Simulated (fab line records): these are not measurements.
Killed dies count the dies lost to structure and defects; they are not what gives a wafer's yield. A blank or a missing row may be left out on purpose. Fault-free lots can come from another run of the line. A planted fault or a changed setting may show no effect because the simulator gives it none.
The tool behind it: which one? / flow ritCmos / Sampling: 7 lots, 21 wafers, 2 of 202 route steps

WHAT THE GAUGES SHOWED, per wafer
RIT_SDANNEAL_RS_MEAS_04: a four-point-probe measurement.
lot=L534; measured=day 3 17:48; on=filmMetro-01; PSD_RS (ohm/sq)=116.2 116.4 115.8
lot=L539; measured=day 4 14:28; on=filmMetro-02; PSD_RS (ohm/sq)=116.0 115.6 115.8
lot=L541; measured=day 5 08:50; on=filmMetro-02; PSD_RS (ohm/sq)=115.6 115.5 115.8
lot=L544; measured=day 5 22:38; on=filmMetro-02; PSD_RS (ohm/sq)=116.0 116.0 116.1
lot=L547; measured=day 6 16:55; on=filmMetro-03; PSD_RS (ohm/sq)=165.9 165.7 166.0
lot=L549; measured=day 6 23:09; on=filmMetro-02; PSD_RS (ohm/sq)=165.6 166.0 166.0
lot=L556; measured=day 8 21:27; on=filmMetro-02; PSD_RS (ohm/sq)=115.7 115.9 115.6

WHICH TOOL RAN EACH LOT (tool, then ch and the chambers of the sampled wafers, then the start)
lot=L534; RIT_SDANNEAL_RTA_03=rtpAnneal-02 ch 0, day 3 17:44
lot=L539; RIT_SDANNEAL_RTA_03=rtpAnneal-02 ch 0, day 4 14:23
lot=L541; RIT_SDANNEAL_RTA_03=rtpAnneal-02 ch 0, day 5 08:47
lot=L544; RIT_SDANNEAL_RTA_03=rtpAnneal-01 ch 0, day 5 22:34
lot=L547; RIT_SDANNEAL_RTA_03=rtpAnneal-02 ch 0, day 6 16:50
lot=L549; RIT_SDANNEAL_RTA_03=rtpAnneal-02 ch 0, day 6 23:05
lot=L556; RIT_SDANNEAL_RTA_03=rtpAnneal-01 ch 0, day 8 21:23
- RIT_SDANNEAL_RTA_03: time 5 s.

THE ANSWER, worked out from the rows above alone
Rule: what is usual is taken from the lots themselves. Put in order of their means at a reading, lots are off if they are a third of the lots or fewer, leave a main group of 4 or more, and stand apart from it by a gap of 3 or more times the standard deviation of the main group's means; of several such gaps the widest counts. A main group whose means are all the same, to the digits that the tables above print for the reading, isn't used. A lot without any number at a reading at which 4 lots or more have one is off too. All remaining lots with rows at the step are treated as sound.
Off: at RIT_SDANNEAL_RS_MEAS_04 (PSD_RS), L547, L549. Mean 115.9 ohm/sq and standard deviation 0.19 in the main group.
A tool fits if, at a process step before that reading, it ran every lot that is off, and no sound lot after the first of them. Those tools and the gauges at RIT_SDANNEAL_RS_MEAS_04 are tried in the same way. One candidate fits, namely rtpAnneal-02 at RIT_SDANNEAL_RTA_03. A fault onset in the window from L541 (day 5 08:47, its last sound lot) to L547 (day 6 16:50, its first lot off) fits.

WHAT THE SIMULATOR HAD INSERTED
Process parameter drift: rtpAnneal-02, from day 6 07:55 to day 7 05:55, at RIT_SDANNEAL_RTA_03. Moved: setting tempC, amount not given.
Struck lots among those shown: L547, L549. The rule above reached the same finding.
